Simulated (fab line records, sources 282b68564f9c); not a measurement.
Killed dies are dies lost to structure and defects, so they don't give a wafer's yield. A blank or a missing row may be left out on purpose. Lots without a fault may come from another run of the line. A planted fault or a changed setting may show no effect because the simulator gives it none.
Which tool did it? | flow rit_cmos | 14 lots, 42 wafers sampled, at 2 steps of a route of 202

WHAT THE GAUGES READ, wafer by wafer
The record holds no reading of a measuring or inspecting step that can be judged against a usual standard deviation.

WHICH TOOL RAN EACH LOT (tool, then ch and the chambers of the sampled wafers, then the start)
lot  | RIT_GATE_COAT_11                 | RIT_M1_PROBE_99
L675 | litho_track-04 ch 0, day 2 11:16 | -
L676 | litho_track-03 ch 0, day 2 18:36 | -
L677 | litho_track-04 ch 0, day 2 21:44 | -
L679 | litho_track-03 ch 0, day 3 08:56 | -
L681 | litho_track-03 ch 0, day 3 19:40 | -
L683 | litho_track-04 ch 0, day 4 08:22 | -
L687 | litho_track-03 ch 0, day 5 03:55 | -
L689 | litho_track-04 ch 0, day 5 15:14 | -
L690 | litho_track-04 ch 0, day 5 18:02 | prober-02, day 6 18:41
L691 | litho_track-04 ch 0, day 6 03:19 | -
L692 | litho_track-01 ch 0, day 6 05:55 | -
L694 | litho_track-04 ch 0, day 6 13:08 | -
L696 | litho_track-04 ch 0, day 6 23:48 | -
L697 | litho_track-04 ch 0, day 7 06:22 | -
- RIT_GATE_COAT_11: resist thk 850 nm.
- RIT_M1_PROBE_99

WHAT THE TOOLS THEMSELVES READ (means of the sampled wafers that have a number; where no wafer has one, the mark that the record gives instead)
RIT_GATE_COAT_11. Usual: spin_speed_rpm 4249.8 rpm, standard deviation 2.2.
lot  | tool           | spin_speed_rpm (rpm) | flag
L675 | litho_track-04 | 4249.5               |
L676 | litho_track-03 | 4250.0               |
L677 | litho_track-04 | 4249.6               |
L679 | litho_track-03 | 4251.0               |
L681 | litho_track-03 | 4041.7               | OFF
L683 | litho_track-04 | 4249.1               |
L687 | litho_track-03 | 4042.4               | OFF
L689 | litho_track-04 | 4248.6               |
L690 | litho_track-04 | 4251.4               |
L691 | litho_track-04 | 4250.9               |
L692 | litho_track-01 | 4251.9               |
L694 | litho_track-04 | 4247.7               |
L696 | litho_track-04 | 4252.8               |
L697 | litho_track-04 | 4248.3               |

RIT_M1_PROBE_99. Usual: killed_at_M0_to_M3 0.0, standard deviation 0.12; killed_at_contacts 0.1, standard deviation 0.24; killed_at_front_end 7.1, standard deviation 3; killed_dies 7.2, standard deviation 3; killed_open 3.7, standard deviation 2; killed_short 3.5, standard deviation 2.
lot  | tool      | killed_at_M0_to_M3 | killed_at_contacts | killed_at_front_end | killed_dies | killed_open | killed_short | flag
L690 | prober-02 | 0.0                | 0.0                | 6.3                 | 6.3         | 4.3         | 2.0          |

THE ANSWER, worked out from the rows above alone
Rule: a lot is off if the mean of its wafers that have a number lies more than 3 standard deviations from the usual mean. A lot without any number at a reading at which 4 lots or more have one is off too. The other lots that the step has rows for count as sound. The gauges are gone through in route order, then the tools' own readings, and for those a lot's mean is taken as printed above. The first step at which some lot is off is used, and at that step the reading that is off furthest; a lot without a number counts as furthest.
Off: L681, L687, at RIT_GATE_COAT_11 (spin_speed_rpm).
A tool fits if, at that step or a process step before it, it ran every lot that is off, and no sound lot after the first of them. One fits: litho_track-03 at RIT_GATE_COAT_11. Its last sound lot is L679 (day 3 08:56), its first lot that is off L681 (day 3 19:40): a fault that began between those two fits.
The tool's own readings at RIT_GATE_COAT_11 bear it out: on the lots that are off they differ by more than 5 times the standard deviation of the sound lots' means. spin_speed_rpm reads 4042.1 rpm there against 4250.1 rpm on the sound lots.

WHAT THE SIMULATOR HAD PUT IN
Process parameter drift: litho_track-03, from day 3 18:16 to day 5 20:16, at RIT_GATE_COAT_11. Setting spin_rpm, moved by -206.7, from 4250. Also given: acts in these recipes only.
Lots struck among those shown: L681, L687. The rule above found the same.
